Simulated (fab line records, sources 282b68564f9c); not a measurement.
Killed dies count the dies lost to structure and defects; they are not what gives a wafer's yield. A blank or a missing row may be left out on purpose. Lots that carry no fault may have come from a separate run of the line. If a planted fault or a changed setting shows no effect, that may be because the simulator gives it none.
fab line records	flow rit-cmos
record lots=7	wafers=21	last-day=8
route steps=202 shown ACTIVE@1 M1@202
lots with no fault: from the same line, run without faults
start-h: hours from the record's opening day to when the first of the lot's shown wafers began	wait-h: time in hours since the lot's previous step	" same as the row above	L1.1+2: one row covering several wafers at once	- no value, or no start given	* or withheld: withheld	< > ~ a bound
route shown NAME@n: NAME is a module with steps in the file, n the number in the route of the first one	usual: mean and standard deviation over wafers with no fault	same: alike in all rows	chamber/n: place in a boat	sites: readings site by site	_std_site: their standard deviation	_edge_site: mean of outer sites minus mean of inner sites	radius-mm: how far each site lies from the wafer's centre	mask NAME#n: copy n	behind: the most recent tool/chamber to have shaped the wafer	hold: why the lot went on hold/how many hours it stayed there/how the hold came to an end	device: the transistor (n, p or np) that didn't switch	end of line: at the end of the route, the tests of the same wafers	a step given without rows: its recipe and nothing more	killed: dies lost to structure and defects at the first sort, not the wafer's yield	map: a wafer's dies, x killed, . not, _ none there
set.NAME: setting as actually run; set.NAME@STEP: the setting as run at that earlier step	model.NAME: the simulator's own value behind a step, which no gauge read
lots at some steps of the route; a table a step, a row a wafer
services: the hour from which a tool's chamber was out of use, counted from the record's first day as start-h (under 0 if before that day), plus the number of hours and why
## steps
# step RIT_ACTIVE_BOW_MEAS_00
# recipe mode=bow
# usual INCOMING_BOW=1/6.9
lot.wafer	tool	chamber	start-h	wait-h	INCOMING_BOW[um]
L993.2	film-metro-02	-	10.02	-	-6
L993.3	"	-	"	"	-14
L993.4	"	-	"	"	5
L998.1	film-metro-03	-	35.00	-	-2
L998.3	"	-	"	"	5
L998.5	"	-	"	"	11
L999.1	film-metro-02	-	40.00	-	7
L999.2	"	-	"	"	-10
L999.5	"	-	"	"	8
L106.2	film-metro-02	-	75.02	-	-6
L106.4	"	-	"	"	-1
L106.6	"	-	"	"	15
L107.1	film-metro-01	-	80.00	-	-1
L107.5	"	-	"	"	-3
L107.6	"	-	"	"	2
L108.1	film-metro-02	-	85.00	-	2
L108.3	"	-	"	"	-17
L108.6	"	-	"	"	3
L113.2	film-metro-03	-	110.02	-	-3
L113.4	"	-	"	"	-4
L113.6	"	-	"	"	9
# step RIT_ACTIVE_OXIDATION_01
# recipe temp-c=1000	ambient=O2	target-thk-a=468	ox-time-s=3360
# step RIT_ACTIVE_THK_MEAS_02
# recipe reads=SiO2_of_ACTIVE_OXIDATION_01
# usual ACTIVE_OXIDE_THK=47.1/0.86
lot.wafer	tool	chamber	start-h	wait-h	ACTIVE_OXIDE_THK[nm]
L993.2	film-metro-01	-	12.06	0.0	47.2
L993.3	"	-	"	"	47.2
L993.4	"	-	"	"	47.0
L998.1	film-metro-01	-	37.05	0.0	45.9
L998.3	"	-	"	"	46.0
L998.5	"	-	"	"	45.9
L999.1	film-metro-01	-	42.83	0.0	47.9
L999.2	"	-	"	"	47.2
L999.5	"	-	"	"	47.5
L106.2	film-metro-01	-	77.65	0.0	48.2
L106.4	"	-	"	"	48.9
L106.6	"	-	"	"	49.1
L107.1	film-metro-01	-	83.13	0.0	46.7
L107.5	"	-	"	"	47.4
L107.6	"	-	"	"	47.6
L108.1	film-metro-03	-	87.53	0.0	47.6
L108.3	"	-	"	"	47.1
L108.6	"	-	"	"	47.0
L113.2	film-metro-03	-	115.36	0.0	46.8
L113.4	"	-	"	"	46.5
L113.6	"	-	"	"	46.7
# step RIT_ACTIVE_CVD_03
# recipe material=Si3N4	target-thk-nm=150	temp-c=810	precursor=SiH2Cl2/NH3	time-s=1500	pressure-mtorr=300	sih2cl2-flow-sccm=60	nh3-flow-sccm=150
# step RIT_ACTIVE_THK_MEAS_04
# recipe reads=Si3N4_of_ACTIVE_CVD_03
# usual ACTIVE_NITRIDE_THK=150.4/1.4
lot.wafer	tool	chamber	start-h	wait-h	ACTIVE_NITRIDE_THK[nm]
L993.2	film-metro-01	-	15.99	0.0	150.6
L993.3	"	-	"	"	151.5
L993.4	"	-	"	"	151.3
L998.1	film-metro-01	-	38.56	0.0	152.6
L998.3	"	-	"	"	151.5
L998.5	"	-	"	"	150.9
L999.1	film-metro-02	-	44.31	0.0	152.3
L999.2	"	-	"	"	151.4
L999.5	"	-	"	"	152.0
L106.2	film-metro-01	-	79.13	0.0	149.6
L106.4	"	-	"	"	149.5
L106.6	"	-	"	"	150.7
L107.1	film-metro-02	-	84.60	0.0	150.6
L107.5	"	-	"	"	152.7
L107.6	"	-	"	"	151.6
L108.1	film-metro-01	-	89.00	0.0	149.0
L108.3	"	-	"	"	150.1
L108.6	"	-	"	"	147.8
L113.2	film-metro-01	-	116.84	0.0	150.3
L113.4	"	-	"	"	150.7
L113.6	"	-	"	"	150.2
# step RIT_ACTIVE_HMDS_05
# recipe prime-time-s=60	prime-temp-c=140
# step RIT_ACTIVE_COAT_06
# recipe resist=NOVOLAK	spin-rpm=3250	resist-thk-nm=1000
# usual spin-speed-rpm=3250.1/2.4
lot.wafer	tool	chamber	start-h	wait-h	spin-speed-rpm	model.NOVOLAK_of_ACTIVE_COAT_06.thk-nm
L993.2	litho-track-01	0	16.22	0.1	3251.4	1000
L993.3	"	0	"	"	3252.0	997.5
L993.4	"	0	"	"	3249.1	1001
L998.1	litho-track-03	0	38.77	0.1	3252.0	996.8
L998.3	"	0	"	"	3253.9	999.2
L998.5	"	0	"	"	3246.2	997.9
L999.1	litho-track-02	0	44.52	0.1	3250.2	1004
L999.2	"	0	"	"	3252.8	1005
L999.5	"	0	"	"	3249.8	1007
L106.2	litho-track-01	0	79.38	0.1	2733.9	1089
L106.4	"	0	"	"	2737.5	1086
L106.6	"	0	"	"	2732.6	1086
L107.1	litho-track-01	0	84.81	0.1	2735.8	1097
L107.5	"	0	"	"	2738.3	1095
L107.6	"	0	"	"	2736.1	1092
L108.1	litho-track-01	0	89.21	0.1	2736.5	1096
L108.3	"	0	"	"	2738.3	1095
L108.6	"	0	"	"	2735.8	1093
L113.2	litho-track-03	0	117.06	0.1	3252.1	1003
L113.4	"	0	"	"	3251.2	1003
L113.6	"	0	"	"	3255.0	1004
# step RIT_ACTIVE_SOFTBAKE_07
# recipe resist=NOVOLAK	temp-c=90	time-s=60
# step RIT_ACTIVE_EXPOSE_08
# recipe mask-id=M1	na=0.6	source-shape=conventional	sigma-outer=0.6	target-cd-nm=1400	dose-mj=225
# step RIT_ACTIVE_PEB_09
# recipe resist=NOVOLAK	temp-c=withheld	time-s=withheld
# step RIT_ACTIVE_DEVELOP_10
# recipe resist=NOVOLAK	develop-time-s=50	dev-temp-c=23
# step RIT_ACTIVE_CD_MEAS_11
# recipe target-cd-nm=1400
# usual cd-nm=1399.4/2.3
lot.wafer	tool	chamber	start-h	wait-h	hold	cd-nm
L993.2	cd-sem-02	-	17.04	-	-	1398.0
L993.3	"	-	"	"	-	1396.3
L993.4	"	-	"	"	-	1400.9
L998.1	cd-sem-01	-	39.60	-	-	1398.3
L998.3	"	-	"	"	-	1399.8
L998.5	"	-	"	"	-	1400.1
L999.1	cd-sem-02	-	45.22	-	-	1400.4
L999.2	"	-	"	"	-	1401.4
L999.5	"	-	"	"	-	1402.1
L106.2	cd-sem-01	-	80.25	-	-	1406.6
L106.4	"	-	"	"	-	1406.7
L106.6	"	-	"	"	-	1405.1
L107.1	cd-sem-02	-	85.64	-	await-dispo/0.2h/release	1411.0
L107.5	"	-	"	"	await-dispo/0.2h/release	1411.6
L107.6	"	-	"	"	await-dispo/0.2h/release	1412.1
L107.1	cd-sem-02	-	85.92	0.3	-	1411.1
L107.5	"	-	"	"	-	1411.5
L107.6	"	-	"	"	-	1412.1
L108.1	cd-sem-02	-	89.91	-	-	1407.0
L108.3	"	-	"	"	-	1404.8
L108.6	"	-	"	"	-	1404.1
L113.2	cd-sem-02	-	117.76	-	-	1397.5
L113.4	"	-	"	"	-	1397.9
L113.6	"	-	"	"	-	1398.0
# step RIT_ACTIVE_HARDBAKE_12
# recipe resist=NOVOLAK	temp-c=140	time-s=60
# step RIT_ACTIVE_ETCH_13
# recipe stop-on=SiO2	chemistry=SF6	target=Si3N4	time-s=210	over-etch-frac=0.4	SF6_flow_sccm=200	pressure-mtorr=260	rf-w=125	target-depth-a=2100
# usual drypump-motor-current-A=5.8/0.48	oes-product-au=0.825/0.011	rf-fwd-power-W=124.7/0.41	throttle-valve-pct=7.53/0.084
lot.wafer	tool	chamber	start-h	wait-h	drypump-motor-current-A	oes-product-au	rf-fwd-power-W	rf-hours-counter-h	throttle-valve-pct	model.NOVOLAK_of_ACTIVE_COAT_06.thk-nm	model.ACTIVE.cd-nm
L993.2	rie-diel-04	1	17.29	0.1	5.3	0.815	124.3	113	7.48	652.1	1398
L993.3	"	2	"	"	6.7	0.826	125.0	17	7.61	648.3	1396
L993.4	"	3	"	"	5.6	0.807	124.7	56	7.62	657	1401
L998.1	rie-diel-01	1	39.87	0.1	6.3	0.843	124.5	92	7.43	649	1398
L998.3	"	2	"	"	5.0	0.824	124.8	4	7.46	646.7	1399
L998.5	"	3	"	"	5.8	0.825	124.7	-	7.56	643.8	1400
L999.1	rie-diel-03	1	45.49	0.1	5.7	0.830	125.0	134	7.62	662.4	-
L999.2	"	0	"	"	5.5	0.831	124.9	112	7.62	656.7	1402
L999.5	"	3	"	"	6.2	0.855	125.2	-	7.58	653.6	1403
L106.2	rie-diel-04	3	80.50	0.1	5.6	0.801	124.2	58	7.63	736.8	-
L106.4	"	1	"	"	5.3	0.811	124.7	114	7.48	726.9	1407
L106.6	"	1	"	"	5.3	0.816	125.0	-	7.49	726.1	-
L107.1	rie-diel-03	2	87.79	0.1	5.9	0.823	123.8	162	7.62	746.9	1411
L107.5	"	2	"	"	5.9	0.825	124.0	-	7.62	744.1	1412
L107.6	"	0	"	"	5.5	0.833	124.7	-	7.62	734.1	1412
L108.1	rie-diel-01	2	90.18	0.1	5.0	0.816	125.1	5	7.47	732.8	1407
L108.3	"	0	"	"	6.3	0.829	124.2	2	7.53	736.2	1405
L108.6	"	2	"	"	5.0	0.810	125.5	-	7.47	730.1	1404
L113.2	rie-diel-03	3	118.01	0.1	6.2	0.850	125.5	61	7.56	650.5	1398
L113.4	"	3	"	"	6.2	0.844	124.7	-	7.58	648.3	1398
L113.6	"	2	"	"	5.9	0.811	124.8	-	7.61	660.8	1398
# step RIT_ACTIVE_STRIP_14
# recipe chemistry=O2	time-s=180	resist=NOVOLAK	platen-temp-c=withheld	power-w=500	pressure-mtorr=4000	o2-flow-sccm=4000
# usual drypump-motor-current-A=5.8/0.41
lot.wafer	tool	chamber	start-h	wait-h	drypump-motor-current-A	rf-hours-counter-h
L993.2	plasma-asher-04	0	17.42	0.1	5.4	37
L993.3	"	0	"	"	5.4	-
L993.4	"	1	"	"	6.1	-
L998.1	plasma-asher-02	1	40.00	0.1	5.5	41
L998.3	"	1	"	"	5.4	-
L998.5	"	1	"	"	5.4	-
L999.1	plasma-asher-04	0	45.62	0.1	5.4	40
L999.2	"	1	"	"	6.1	40
L999.5	"	0	"	"	5.4	-
L106.2	plasma-asher-04	1	80.63	0.1	6.1	43
L106.4	"	0	"	"	5.4	-
L106.6	"	0	"	"	5.4	-
L107.1	plasma-asher-01	1	87.93	0.1	6.0	45
L107.5	"	0	"	"	5.4	-
L107.6	"	1	"	"	6.0	-
L108.1	plasma-asher-04	0	90.32	0.1	5.4	44
L108.3	"	0	"	"	5.4	-
L108.6	"	1	"	"	6.1	-
L113.2	plasma-asher-01	0	118.21	0.1	5.4	0
L113.4	"	0	"	"	5.4	-
L113.6	"	1	"	"	6.0	-
# step RIT_M1_PROBE_99
# usual killed-at-front-end=7/3.1	killed-dies=7/3.1	killed-open=3.3/1.9	killed-short=3.9/2.1
# same gross-dies=264	killed_at_M0_to_M3=0	killed_at_M4_up=0	killed-at-back-side=0	killed-at-contacts=0	killed-at-other=0
lot.wafer	tool	chamber	start-h	wait-h	killed-at-front-end	killed-dies	killed-open	killed-short
L993.2	prober-01	-	59.02	0.1	7	7	4	3
L993.3	prober-01	-	59.07	0.2	12	12	4	8
L993.4	prober-01	-	59.12	0.2	8	8	5	3
L998.1	prober-02	-	88.57	0.1	6	6	1	5
L998.3	prober-02	-	88.67	0.2	5	5	2	3
L998.5	prober-02	-	88.77	0.2	7	7	3	4
L999.1	prober-01	-	93.46	0.1	3	3	2	1
L999.2	prober-01	-	93.51	0.1	5	5	2	3
L999.5	prober-01	-	93.66	0.2	6	6	2	4
L106.2	prober-02	-	128.97	0.1	6	6	4	2
L106.4	prober-02	-	129.07	0.2	7	7	6	1
L106.6	prober-02	-	129.17	0.2	6	6	3	3
L108.1	prober-01	-	143.71	0.1	7	7	5	2
L108.3	prober-01	-	143.81	0.2	7	7	3	4
L108.6	prober-01	-	143.96	0.2	9	9	5	4
L107.1	prober-02	-	145.22	0.1	1	1	1	0
L107.5	prober-02	-	145.42	0.2	7	7	2	5
L107.6	prober-02	-	145.47	0.2	8	8	5	3
L113.2	prober-01	-	180.46	0.1	6	6	2	4
L113.4	prober-01	-	180.56	0.2	12	12	4	8
L113.6	prober-01	-	180.66	0.2	3	3	1	2
# killed by level:class
L993.2 GATE:geometric-particle:open=3 FOX1:geometric-particle:short=1 GATE:geometric-particle:short=1 SPACER:geometric-particle:open=1 SPACER:geometric-particle:short=1
L993.3 GATE:geometric-particle:short=4 FOX1:geometric-particle:short=2 SPACER:geometric-particle:open=2 SPACER:geometric-particle:short=2 GATE:geometric-particle:open=1 SILICIDE:geometric-particle:open=1
L993.4 FOX1:geometric-particle:open=3 SILICIDE:geometric-particle:open=2 FOX2:geometric-particle:short=1 GATE:geometric-particle:short=1 REOX:geometric-particle:short=1
L998.1 REOX:geometric-particle:short=2 GATE:geometric-particle:short=1 SPACER:geometric-particle:short=1 SPACER:geometric-particle:open=1 SILICIDE:geometric-particle:short=1
L998.3 GATE:geometric-particle:short=2 FOX1:geometric-particle:open=1 REOX:geometric-particle:open=1 REOX:geometric-particle:short=1
L998.5 GATE:geometric-particle:open=2 FOX2:geometric-particle:short=1 GATE:geometric-particle:short=1 REOX:geometric-particle:short=1 SPACER:geometric-particle:open=1 SPACER:geometric-particle:short=1
L999.1 GATE:geometric-particle:open=2 GATE:geometric-particle:short=1
L999.2 GATE:geometric-particle:short=2 GATE:geometric-particle:open=1 SPACER:geometric-particle:short=1 SILICIDE:geometric-particle:open=1
L999.5 FOX1:geometric-particle:short=2 SILICIDE:geometric-particle:short=2 GATE:geometric-particle:open=1 SPACER:geometric-particle:open=1
L106.2 GATE:geometric-particle:open=3 FOX1:geometric-particle:open=1 GATE:geometric-particle:short=1 SPACER:geometric-particle:short=1
L106.4 FOX1:geometric-particle:open=3 FOX1:geometric-particle:short=1 GATE:geometric-particle:open=1 SPACER:geometric-particle:open=1 SILICIDE:geometric-particle:open=1
L106.6 GATE:geometric-particle:open=2 GATE:geometric-particle:short=2 FOX1:geometric-particle:open=1 SPACER:geometric-particle:short=1
L108.1 REOX:geometric-particle:open=3 GATE:geometric-particle:open=2 GATE:geometric-particle:short=1 SPACER:geometric-particle:short=1
L108.3 SPACER:geometric-particle:short=2 FOX1:geometric-particle:open=1 GATE:geometric-particle:short=1 GATE:geometric-particle:open=1 REOX:geometric-particle:open=1 SILICIDE:geometric-particle:short=1
L108.6 GATE:geometric-particle:open=2 REOX:geometric-particle:open=2 REOX:geometric-particle:short=2 FOX1:geometric-particle:short=1 FOX2:geometric-particle:open=1 SPACER:geometric-particle:short=1
L107.1 GATE:geometric-particle:open=1
L107.5 REOX:geometric-particle:short=3 GATE:geometric-particle:open=2 GATE:geometric-particle:short=1 SILICIDE:geometric-particle:short=1
L107.6 FOX2:geometric-particle:open=2 SPACER:geometric-particle:short=2 SPACER:geometric-particle:open=2 FOX2:geometric-particle:short=1 REOX:geometric-particle:open=1
L113.2 SPACER:geometric-particle:short=3 FOX1:geometric-particle:short=1 GATE:geometric-particle:open=1 SPACER:geometric-particle:open=1
L113.4 GATE:geometric-particle:open=3 GATE:geometric-particle:short=3 SPACER:geometric-particle:short=3 FOX1:geometric-particle:open=1 REOX:geometric-particle:short=1 SILICIDE:geometric-particle:short=1
L113.6 GATE:geometric-particle:short=1 SILICIDE:geometric-particle:short=1 SILICIDE:geometric-particle:open=1
## services
tool	chamber	start-h	hours	kind
rie-diel-01	2	-1.86	5.7	repair
rie-diel-01	-	2.34	2.8	pm
plasma-asher-04	-	35.24	10.0	pm
plasma-asher-02	-	44.58	1.2	repair
plasma-asher-04	-	47.58	3.2	repair
rie-diel-03	3	58.70	7.6	repair
rie-diel-03	-	62.19	4.3	pm
rie-diel-03	1	81.59	80.9	repair
plasma-asher-02	-	92.16	14.6	pm
rie-diel-04	2	107.10	10.3	repair
plasma-asher-01	-	108.75	9.0	pm
plasma-asher-01	0	108.75	9.0	vent-cycle
plasma-asher-01	1	108.75	9.0	vent-cycle
rie-diel-03	0	113.14	5.3	repair
plasma-asher-04	-	116.94	2.9	repair
plasma-asher-01	0	117.75	-	clean
plasma-asher-01	1	117.75	-	clean
## key
first-sign step=RIT_ACTIVE_COAT_06	reading=spin-speed-rpm	direction=down	sigmas=99+	usual=3250.1	struck=2736.1
effect step=RIT_ACTIVE_CD_MEAS_11	reading=cd-nm	direction=up	sigmas=3.6	usual=1399.4	struck=1407.7
model-effect step=RIT_ACTIVE_COAT_06	value=NOVOLAK_of_ACTIVE_COAT_06.thk-nm	without=1002	struck=1092
model-effect step=RIT_ACTIVE_ETCH_13	value=NOVOLAK_of_ACTIVE_COAT_06.thk-nm	without=655.9	struck=734.9
met-at RIT_ACTIVE_COAT_06
struck-wafers L106.2,L106.4,L106.6,L107.1,L107.5,L107.6,L108.1,L108.3,L108.6
tester-left-out L106,L107,L108
onset-between 16.22 79.38
fault kind=process-parameter-drift	tool=litho-track-01	chamber=-	onset-h=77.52	steps=RIT_ACTIVE_COAT_06	channel=spin-rpm	offset=-515.33	shape=step	end-h=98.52	acts-in=these-recipes-only	stated=3250
# tester-left-out: of these lots the tester's yield and bins aren't shown, on N5 and GAA mostly nor the transistor test; their killed dies are dies lost to structure and defects alone, not to doping, threshold or leakage, so they don't give the yield
